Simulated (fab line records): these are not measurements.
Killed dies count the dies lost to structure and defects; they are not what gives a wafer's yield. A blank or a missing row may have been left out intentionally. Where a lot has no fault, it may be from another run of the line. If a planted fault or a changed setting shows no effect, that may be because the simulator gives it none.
The tool behind it: which one? / flow berkeley-cmos170 / Sampling: 7 lots, 21 wafers, 4 of 331 route steps

WHAT EACH GAUGE READ, for each wafer
UCB170_V1_OVL_MEAS_13.
lot=L952; measured=day 9 00:38; on=overlay-02; V1_OVL (nm)=9 3 6
lot=L957; measured=day 9 22:11; on=overlay-02; V1_OVL (nm)=-6 -5 0
lot=L958; measured=day 9 23:11; on=overlay-02; V1_OVL (nm)=-2 2 9
lot=L959; measured=day 10 21:29; on=overlay-01; V1_OVL (nm)=4 6 -6
lot=L966; measured=day 11 13:04; on=overlay-01; V1_OVL (nm)=-6 6 9
lot=L971; measured=day 13 10:56; on=overlay-01; V1_OVL (nm)=-3 6 -2
lot=L974; measured=day 13 10:58; on=overlay-02; V1_OVL (nm)=-6 -4 -5

EACH LOT AND THE TOOL THAT RAN IT (in order: tool; ch and the chambers of the sampled wafers; start)
lot=L952; UCB170_CONTACT_RTA_08=rtp-anneal-02 ch 0, day 8 16:50; UCB170_M1_SPUTTER_00=pvd-sputter-01, day 8 18:44; UCB170_V1_COAT_07=litho-track-03 ch 0, day 8 23:49
lot=L957; UCB170_CONTACT_RTA_08=rtp-anneal-01 ch 0, day 9 10:19; UCB170_M1_SPUTTER_00=pvd-sputter-01, day 9 13:14; UCB170_V1_COAT_07=litho-track-03 ch 0, day 9 21:25
lot=L958; UCB170_CONTACT_RTA_08=rtp-anneal-01 ch 0, day 9 11:37; UCB170_M1_SPUTTER_00=pvd-sputter-02, day 9 14:34; UCB170_V1_COAT_07=litho-track-04 ch 0, day 9 21:34
lot=L959; UCB170_CONTACT_RTA_08=rtp-anneal-01 ch 0, day 10 09:16; UCB170_M1_SPUTTER_00=pvd-sputter-03, day 10 12:54; UCB170_V1_COAT_07=litho-track-03 ch 0, day 10 20:11
lot=L966; UCB170_CONTACT_RTA_08=rtp-anneal-02 ch 0, day 11 04:45; UCB170_M1_SPUTTER_00=pvd-sputter-02, day 11 06:54; UCB170_V1_COAT_07=litho-track-01 ch 0, day 11 11:40
lot=L971; UCB170_CONTACT_RTA_08=rtp-anneal-02 ch 0, day 12 06:05; UCB170_M1_SPUTTER_00=pvd-sputter-01, day 12 08:01; UCB170_V1_COAT_07=litho-track-04 ch 0, day 13 09:31
lot=L974; UCB170_CONTACT_RTA_08=rtp-anneal-01 ch 0, day 12 21:48; UCB170_M1_SPUTTER_00=pvd-sputter-01, day 12 23:32; UCB170_V1_COAT_07=litho-track-03 ch 0, day 13 09:44
- UCB170_CONTACT_RTA_08: time 10 s.
- UCB170_M1_SPUTTER_00: material Al, target thk 600 nm, time 80 s.
- UCB170_V1_COAT_07: resist thk 900 nm.

THE ANSWER, worked out from the rows above alone
Rule: the usual values come from the lots themselves. Put in order of their means at a reading, lots are off if they are a third of the lots or fewer, leave a main group of 4 or more, and stand apart from it by a gap of 3 or more times the standard deviation of the main group's means; of several such gaps the widest counts. The tables above print the reading to a certain number of digits; a main group whose means all agree to those digits is not used. A lot without any number at a reading at which 4 lots or more have one is off too. Where the step has rows for the other lots, those lots are counted as sound.
No lot is off at any reading shown: from this, nothing can be told.

WHAT THE SIMULATOR HAD INSERTED
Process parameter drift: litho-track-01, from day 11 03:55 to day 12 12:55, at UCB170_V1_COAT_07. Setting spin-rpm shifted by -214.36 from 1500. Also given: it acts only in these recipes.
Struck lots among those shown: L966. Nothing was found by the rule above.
